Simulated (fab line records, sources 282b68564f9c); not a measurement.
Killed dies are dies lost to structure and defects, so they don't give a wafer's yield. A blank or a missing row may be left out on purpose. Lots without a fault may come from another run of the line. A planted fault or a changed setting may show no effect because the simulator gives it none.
Tool commonality check | flow rit_cmos | 13 lots, 42 wafers sampled

WHY IT WAS OPENED
At RIT_SPACER_THK_MEAS_04 the reading SPACER_NITRIDE_THK is flagged on 1 of 13 lots. Wafers without a fault read 251.2 nm, standard deviation 2.4.
Rule: a lot is flagged when every wafer of it that has a number lies more than 4 standard deviations from that mean, or none has a number. The other lots count as sound.

lot  | measured    | on            | SPACER_NITRIDE_THK (nm), wafer by wafer | flag
L436 | day 3 03:14 | film_metro-02 | 253.4 253.6 253.3                       |
L437 | day 3 05:56 | film_metro-02 | 250.9 249.7 249.4                       |
L439 | day 3 13:20 | film_metro-01 | 249.1 249.1 250.4                       |
L440 | day 3 19:48 | film_metro-03 | 251.6 249.7 247.7                       |
L442 | day 4 11:19 | film_metro-03 | 247.4 249.3 248.5                       |
L443 | day 4 15:10 | film_metro-01 | 253.6 251.4 252.0                       |
L444 | day 4 15:11 | film_metro-02 | 249.5 250.2 249.1                       |
L445 | day 4 23:38 | film_metro-03 | 250.2 251.0 249.2                       |
L446 | day 5 05:52 | film_metro-02 | 420.2 420.7 420.2 420.0 420.9 420.1     | FLAGGED
L448 | day 5 13:55 | film_metro-02 | 250.1 251.0 246.8                       |
L455 | day 6 23:32 | film_metro-02 | 248.4 247.2 248.9                       |
L456 | day 7 07:09 | film_metro-03 | 251.3 251.6 249.7                       |
L459 | day 7 21:24 | film_metro-03 | 252.1 253.8 250.4                       |
The numbers of the flagged lots are 420.4 nm on average: +169.2 nm against the usual, or +70 standard deviations.

WHICH TOOL RAN EACH LOT
The record holds 1 process step before the reading, out of a route of 202 steps. In each cell: the tool, then ch and the chambers that the sampled wafers went through, then the start.
lot  | flag    | RIT_SPACER_CVD_03
L436 |         | lpcvd-01 ch 1, day 3 00:22
L437 |         | lpcvd-01 ch 1, day 3 03:59
L439 |         | lpcvd-01 ch 1, day 3 11:23
L440 |         | lpcvd-02 ch 0, day 3 16:56
L442 |         | lpcvd-02 ch 1, day 4 09:23
L443 |         | lpcvd-01 ch 0, day 4 13:15
L444 |         | lpcvd-01 ch 1, day 4 13:15
L445 |         | lpcvd-01 ch 0, day 4 21:43
L446 | FLAGGED | lpcvd-01 ch 0, day 5 03:56
L448 |         | lpcvd-02 ch 0, day 5 11:59
L455 |         | lpcvd-02 ch 0, day 6 21:36
L456 |         | lpcvd-02 ch 0, day 7 05:13
L459 |         | lpcvd-02 ch 1, day 7 19:29
What these steps do:
- RIT_SPACER_CVD_03: deposits Si3N4 from SiH2Cl2/NH3, target thk 250 nm, time 3300 s.
- RIT_SPACER_THK_MEAS_04

FLAGGED OVER TOTAL, TOOL BY TOOL (the gauges that took the reading come last)
step                   | tool          | lots run | flagged | share of the flagged lots | sound lots run after its first flagged lot
RIT_SPACER_CVD_03      | lpcvd-01      | 7        | 1       | all                       | 0
RIT_SPACER_CVD_03      | lpcvd-02      | 6        | 0       | none                      | -
RIT_SPACER_THK_MEAS_04 | film_metro-01 | 2        | 0       | none                      | -
RIT_SPACER_THK_MEAS_04 | film_metro-02 | 6        | 1       | all                       | 2 (L448,L455)
RIT_SPACER_THK_MEAS_04 | film_metro-03 | 5        | 0       | none                      | -

WHAT THE TABLE ALLOWS
2 rows of the table ran every flagged lot: lpcvd-01 at RIT_SPACER_CVD_03, film_metro-02 at RIT_SPACER_THK_MEAS_04.
- lpcvd-01 at RIT_SPACER_CVD_03: 1 of its 7 lots flagged. Its last sound lot is L445 (day 4 21:43), its first flagged lot L446 (day 5 03:56): a fault that began between those two fits. Its own readings lie more than 4 standard deviations out on every wafer of the flagged lots: spike_tc_centre_C, spike_tc_load_C, spike_tc_source_C, susceptor_temp_C, zone_power_load_pct.
- film_metro-02 at RIT_SPACER_THK_MEAS_04: 1 of its 6 lots flagged. Sound lots ran on it after the first flagged one (L448, L455), which a lasting fault on the whole tool wouldn't allow.
One tool is left: lpcvd-01 at RIT_SPACER_CVD_03.

WHAT THE SIMULATOR HAD PUT IN
Process parameter drift: lpcvd-01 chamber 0, from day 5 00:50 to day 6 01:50, at RIT_SPACER_CVD_03. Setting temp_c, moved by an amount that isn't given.
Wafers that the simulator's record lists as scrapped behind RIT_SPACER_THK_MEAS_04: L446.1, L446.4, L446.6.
Lots struck among those shown: L446. The rule above found the same.
